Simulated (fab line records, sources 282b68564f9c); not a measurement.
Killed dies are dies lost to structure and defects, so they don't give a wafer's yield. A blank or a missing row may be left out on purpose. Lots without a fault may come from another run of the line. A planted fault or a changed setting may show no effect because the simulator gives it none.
Tool commonality check | flow rit_cmos | 14 lots, 42 wafers sampled

WHY IT WAS OPENED
At RIT_SDANNEAL_RS_MEAS_04 the reading PSD_RS is flagged on 2 of 14 lots. Wafers without a fault read 115.93 ohm/sq, standard deviation 0.26.
Rule: a lot is flagged when every wafer of it that has a number lies more than 4 standard deviations from that mean, or none has a number. The other lots count as sound.

lot  | measured    | on            | PSD_RS (ohm/sq), wafer by wafer | flag
L606 | day 3 07:38 | film_metro-03 | 116.07 116.24 115.92            |
L608 | day 3 16:51 | film_metro-03 | 115.36 115.60 116.10            |
L609 | day 3 20:29 | film_metro-04 | 116.16 116.22 116.23            |
L610 | day 4 03:32 | film_metro-02 | 116.14 115.94 115.99            |
L611 | day 4 08:48 | film_metro-03 | 115.84 115.46 115.54            |
L613 | day 4 17:35 | film_metro-04 | 115.83 115.43 115.69            |
L614 | day 4 23:50 | film_metro-04 | 116.27 116.17 116.07            |
L615 | day 5 06:28 | film_metro-04 | 116.28 115.64 116.17            |
L619 | day 5 20:48 | film_metro-03 | 72.60 72.74 72.85               | FLAGGED
L620 | day 6 03:52 | film_metro-02 | 115.77 115.95 115.85            |
L621 | day 6 09:07 | film_metro-04 | 72.49 72.50 72.26               | FLAGGED
L622 | day 6 11:15 | film_metro-04 | 116.07 115.86 115.96            |
L624 | day 6 23:56 | film_metro-04 | 115.61 115.84 115.57            |
L628 | day 7 20:13 | film_metro-03 | 116.38 116.55 116.28            |
The numbers of the flagged lots are 72.57 ohm/sq on average: -43.36 ohm/sq against the usual, or -99 or more standard deviations.

WHICH TOOL RAN EACH LOT
The record holds 1 process step before the reading, out of a route of 202 steps. In each cell: the tool, then ch and the chambers that the sampled wafers went through, then the start.
lot  | flag    | RIT_SDANNEAL_RTA_03
L606 |         | rtp_anneal-01 ch 0, day 3 07:34
L608 |         | rtp_anneal-01 ch 0, day 3 16:47
L609 |         | rtp_anneal-02 ch 0, day 3 20:25
L610 |         | rtp_anneal-01 ch 0, day 4 03:28
L611 |         | rtp_anneal-02 ch 0, day 4 08:44
L613 |         | rtp_anneal-02 ch 0, day 4 17:32
L614 |         | rtp_anneal-01 ch 0, day 4 23:47
L615 |         | rtp_anneal-02 ch 0, day 5 06:24
L619 | FLAGGED | rtp_anneal-02 ch 0, day 5 20:44
L620 |         | rtp_anneal-01 ch 0, day 6 03:47
L621 | FLAGGED | rtp_anneal-02 ch 0, day 6 09:03
L622 |         | rtp_anneal-01 ch 0, day 6 11:12
L624 |         | rtp_anneal-01 ch 0, day 6 23:52
L628 |         | rtp_anneal-01 ch 0, day 7 20:09
What these steps do:
- RIT_SDANNEAL_RTA_03: time 5 s.
- RIT_SDANNEAL_RS_MEAS_04: measures by four-point-probe.

FLAGGED OVER TOTAL, TOOL BY TOOL (the gauges that took the reading come last)
step                    | tool          | lots run | flagged | share of the flagged lots | sound lots run after its first flagged lot
RIT_SDANNEAL_RTA_03     | rtp_anneal-01 | 8        | 0       | none                      | -
RIT_SDANNEAL_RTA_03     | rtp_anneal-02 | 6        | 2       | all                       | 0
RIT_SDANNEAL_RS_MEAS_04 | film_metro-02 | 2        | 0       | none                      | -
RIT_SDANNEAL_RS_MEAS_04 | film_metro-03 | 5        | 1       | some                      | 1 (L628)
RIT_SDANNEAL_RS_MEAS_04 | film_metro-04 | 7        | 1       | some                      | 2 (L622,L624)

WHAT THE TABLE ALLOWS
1 row of the table ran every flagged lot: rtp_anneal-02 at RIT_SDANNEAL_RTA_03.
- rtp_anneal-02 at RIT_SDANNEAL_RTA_03: 2 of its 6 lots flagged. Its last sound lot is L615 (day 5 06:24), its first flagged lot L619 (day 5 20:44): a fault that began between those two fits.
One tool is left: rtp_anneal-02 at RIT_SDANNEAL_RTA_03.

WHAT THE SIMULATOR HAD PUT IN
Process parameter drift: rtp_anneal-02, from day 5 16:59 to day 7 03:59, at RIT_SDANNEAL_RTA_03. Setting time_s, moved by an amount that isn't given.
Lots struck among those shown: L619, L621. The rule above found the same.
